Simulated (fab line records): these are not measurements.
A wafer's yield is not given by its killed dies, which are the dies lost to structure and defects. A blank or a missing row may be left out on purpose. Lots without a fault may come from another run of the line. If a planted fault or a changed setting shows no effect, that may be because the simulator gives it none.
8D (eight disciplines) problem report, filled in by code	flow ritCmos	the parts of the form that need people (team, actions taken, sign-off) are left out

1. WHAT IS WRONG
Mean SILICIDE_TI_RS at RIT_SILICIDE_RS_MEAS_02: 65.0 ohm/sq over 6 wafers in 2 lots; fault-free wafers: 48.0 ohm/sq, standard deviation 0.79. Measured from the usual mean, that is +22 standard deviations.
The step: measures by four-point-probe.
Seen first at day 6 19:13 on filmMetro-01, wafer L588.1. At this step, 42 wafers from 14 lots have a number in the record. Rule for "out", or "out of limits": more than 4 standard deviations from the usual mean. Any other wafer with a number is counted as sound.

2. WHAT IT IS, WHAT IT ISN'T
question	is	is not
which readings at this step	SILICIDE_TI_RS	-
which lots	L588, L590	L571, L573, L574, L575, L576, L578, L580, L581, L582, L591, L593, L594
which wafers of those lots	all that have a number	-
read on which gauges	filmMetro-01, filmMetro-02	filmMetro-04
when	from day 6 19:13	up to then (27 sound wafers); but 9 sound wafers of L591, L593, L594 came after

3. THE SUSPECTS, EACH WITH WHAT RULES IT OUT
Counting: any tool at a process step up to the reading is kept as a suspect provided that every lot that is out went through it and no sound lot did after the first of them.
- the gauge at RIT_SILICIDE_RS_MEAS_02 has been ruled out. The wafers that are out were read on 2 gauges (filmMetro-01, filmMetro-02).
- pvdSputter-03 at RIT_SILICIDE_SPUTTER_01 (material Ti, target thk 30 nm, time 240 s): kept. Every lot that is out went through it, starting with L588 (day 6 19:04), and after that it ran no sound lot; the last sound lot it ran before then is L582 (day 5 09:29).
After counting, what remains is pvdSputter-03 at RIT_SILICIDE_SPUTTER_01.

4. THE CAUSE (what the simulator had put in)
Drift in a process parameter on pvdSputter-03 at RIT_SILICIDE_SPUTTER_01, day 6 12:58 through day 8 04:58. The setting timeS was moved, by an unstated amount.
This tool alone remained once counting was done.

5. THE EFFECT CHAIN, in route order
Rows list readings where the struck wafers' mean (over those with a number) sits beyond 3 standard deviations from the usual. Readings are gone through only where the record gives a usual standard deviation; hours: the median, over the lots, of the time from a lot's start at the first step in this table giving one to that lot's start at this step; sigmas: the change measured in usual standard deviations.
hours	step	reading	usual	on struck wafers	change	sigmas
0	RIT_SILICIDE_RS_MEAS_02	SILICIDE_TI_RS	48.0 ohm/sq	65.0	+17.0	+22
0	RIT_SILICIDE_THK_MEAS_03	SILICIDE_TI_THK	30.3 nm	23.7	-6.6	-14

6. HOW IT WOULD HAVE BEEN CAUGHT EARLIER
Counted from the fault's start at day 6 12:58, it took 6 hours until the first out-of-limits reading at a measuring or inspecting step in this record, taken at day 6 19:13.
Of the tool readings at RIT_SILICIDE_SPUTTER_01 for which the record gives a usual standard deviation, none was out on any struck wafer, so an alarm limit of 4 standard deviations on them would not have fired.
L590, from the lots that are out (2), started RIT_SILICIDE_SPUTTER_01 on pvdSputter-03 later than day 6 19:13. It would have been spared by a hold on the tool at that moment.
